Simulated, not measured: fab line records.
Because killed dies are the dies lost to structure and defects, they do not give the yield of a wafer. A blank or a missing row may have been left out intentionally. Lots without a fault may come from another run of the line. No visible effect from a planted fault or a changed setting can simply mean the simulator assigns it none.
Problem report in the 8D (eight disciplines) form, filled by code || flow berkeleyCmos170 || the parts of the form that need people (team, actions taken, sign-off) are left out

1. PROBLEM STATEMENT
Wafers without a fault read 399.9 sccm, standard deviation 1.1; o2FlowSccm at UCB170_M2_STRIP_07 reads a mean of 319.1 sccm on 9 wafers belonging to 3 lots. That is -73 standard deviations from the usual mean.
The step: strips in O2.
First observed at day 9 10:53: wafer L670.1, on plasmaAsher-02. Wafers with a number at this step in the record: 45, from 15 lots. By rule, "out" or "out of limits" means more than 4 standard deviations away from the usual mean. Any other wafer with a number is counted as sound.

2. WHAT IT IS, WHAT IT ISN'T
{"question": "which readings at this step", "is": "o2FlowSccm, stripTimeToEndpointS", "is not": "drypumpMotorCurrentA"}
{"question": "which lots", "is": "L670, L672, L674", "is not": "L662, L663, L664, L665, L666, L667, L671, L673, L678, L681, L682, L685"}
{"question": "which wafers of those lots", "is": "all that have a number", "is not": "-"}
{"question": "read on which tools", "is": "plasmaAsher-02", "is not": "plasmaAsher-03, plasmaAsher-04"}
{"question": "when", "is": "from day 9 10:53", "is not": "up to then (18 sound wafers); but 18 sound wafers of L671, L673, L678, L681, L682, L685 came after"}

3. THE SUSPECTS, EACH WITH WHAT RULES IT OUT
Counting: a tool at any process step up to the reading remains a suspect when it ran all the lots that are out and ran no sound lot after the first of those.
- plasmaAsher-02 at UCB170_M2_STRIP_07 (strips in O2): kept. Every lot that is out went through it, starting with L670 (day 9 10:53), and after that it ran no sound lot; the last sound lot it ran before then is L667 (day 8 21:58). On those wafers its own readings are out: o2FlowSccm, stripTimeToEndpointS.
Left after counting: plasmaAsher-02 at UCB170_M2_STRIP_07.

4. THE CAUSE (what the simulator had put in)
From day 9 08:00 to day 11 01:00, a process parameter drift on plasmaAsher-02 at UCB170_M2_STRIP_07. Setting o2FlowSccm, moved by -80, from 400. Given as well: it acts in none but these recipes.
After counting, this tool was the only one left.

5. THE EFFECT CHAIN, in route order
Each row: a reading whose mean over the struck wafers that have a number lies more than 3 standard deviations from the usual. Only readings for which the record gives a usual standard deviation are gone through. hours: the time from each lot's start at the first step in this table that gives one to its start at this step, as a median over the lots. sigmas: the change in usual standard deviations.
{"hours": 0, "step": "UCB170_M2_STRIP_07", "reading": "o2FlowSccm", "usual": "399.9 sccm", "on struck wafers": 319.1, "change": -80.8, "sigmas": -73}
{"hours": 0, "step": "UCB170_M2_STRIP_07", "reading": "oesProductAu", "usual": "0.735 a.u.", "on struck wafers": 0.716, "change": -0.019, "sigmas": -4.4}
{"hours": 0, "step": "UCB170_M2_STRIP_07", "reading": "stripTimeToEndpointS", "usual": "21.91 s", "on struck wafers": 22.73, "change": "+0.82", "sigmas": "+12"}
The process steps in it:
- UCB170_M2_STRIP_07: strips in O2.

6. HOW IT WOULD HAVE BEEN CAUGHT EARLIER
In this record no reading fell out of limits until day 9 10:53, 3 hours after the fault had begun at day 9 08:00.
